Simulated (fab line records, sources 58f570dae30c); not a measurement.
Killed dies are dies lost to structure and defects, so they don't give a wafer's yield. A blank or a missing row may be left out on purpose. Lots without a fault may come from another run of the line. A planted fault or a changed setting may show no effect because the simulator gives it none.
A struck lot beside a sound one | flow berkeley_cmos170 | 14 steps out of a route of 331
Sound: wafers L239.1, L239.2, L239.3. Struck: wafers L250.1, L250.2, L250.3. The cause comes at the end.
At each step with rows: each side's tool, then ch and its chambers, then its first start. Under that, the readings that differ: sound wafers | struck wafers | difference of the means | sigmas: that difference in standard deviations of wafers without a fault.
alike: readings whose means differ by less than 2 such deviations, and words and numbers that are the same on both sides. not compared: withheld readings, readings that some wafer has no value for, bounds like >300 that may hide the same value, and numbers for which the record gives no deviation and whose values overlap.
The two part at a step that has a row with sigmas, a row that says differs or no value, or rows on one side only. Numbers that don't overlap but have no deviation are shown without sigmas and don't part them. A reading that every wafer of one side lacks parts them only if that side has two wafers or more.

UCB170_M3_SPUTTER_01: material Al, target thk 900 nm, time 120 s.
  sound on pvd_sputter-02, day 7 23:50; struck on pvd_sputter-01, day 10 12:38
  alike: throttle_valve_pct
UCB170_M3_RS_MEAS_02: measures by four-point-probe.
  sound on film_metro-01, day 7 23:55; struck on film_metro-04, day 10 12:43
  alike: M3_AL_RS
UCB170_M3_THK_MEAS_03: measures by xrf.
  sound on film_metro-01, day 8 00:02; struck on film_metro-04, day 10 12:50
  alike: M3_AL_THK
then, 3 steps without rows for these wafers: UCB170_M3_HMDS_04 (prime time 60 s); UCB170_M3_COAT_05 (resist thk 900 nm); UCB170_M3_SOFTBAKE_06 (time 60 s).
UCB170_M3_STRIP_07: strips in O2.
  sound on plasma_asher-02 ch 0,1, day 8 00:36; struck on plasma_asher-03 ch 0,1, day 10 13:21
  alike: drypump_motor_current_A, oes_product_au, strip_time_to_endpoint_s
  not compared: rf_hours_counter_h
then, 5 steps without rows for these wafers: UCB170_M3_STRIP_08 (strips KrF in DMSO, time 600 s); UCB170_M3_COAT_09; UCB170_M3_COAT_10 (resist thk 900 nm); UCB170_M3_SOFTBAKE_11 (time 60 s); UCB170_M3_EXPOSE_12 (exposes mask METAL3, target cd 700 nm).
UCB170_M3_PEB_13:
  sound on litho_track-01 ch 0, day 8 01:26; struck on litho_track-02, day 10 14:13
  no value came back on the struck wafers for chill_plate_temp_C (C), exhaust_pa (Pa), plate_temp_C (C); on the sound wafers chill_plate_temp_C (C) reads 23.00 22.97 23.21
then, 1 step without rows for these wafers: UCB170_M3_DEVELOP_14 (develop time 45 s).

WHERE THEY PART
Only at UCB170_M3_PEB_13, within this record.

WHY: what the simulator had put in
Skipped step whole: litho_track-02, from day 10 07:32 on, at UCB170_M3_PEB_13. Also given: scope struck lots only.
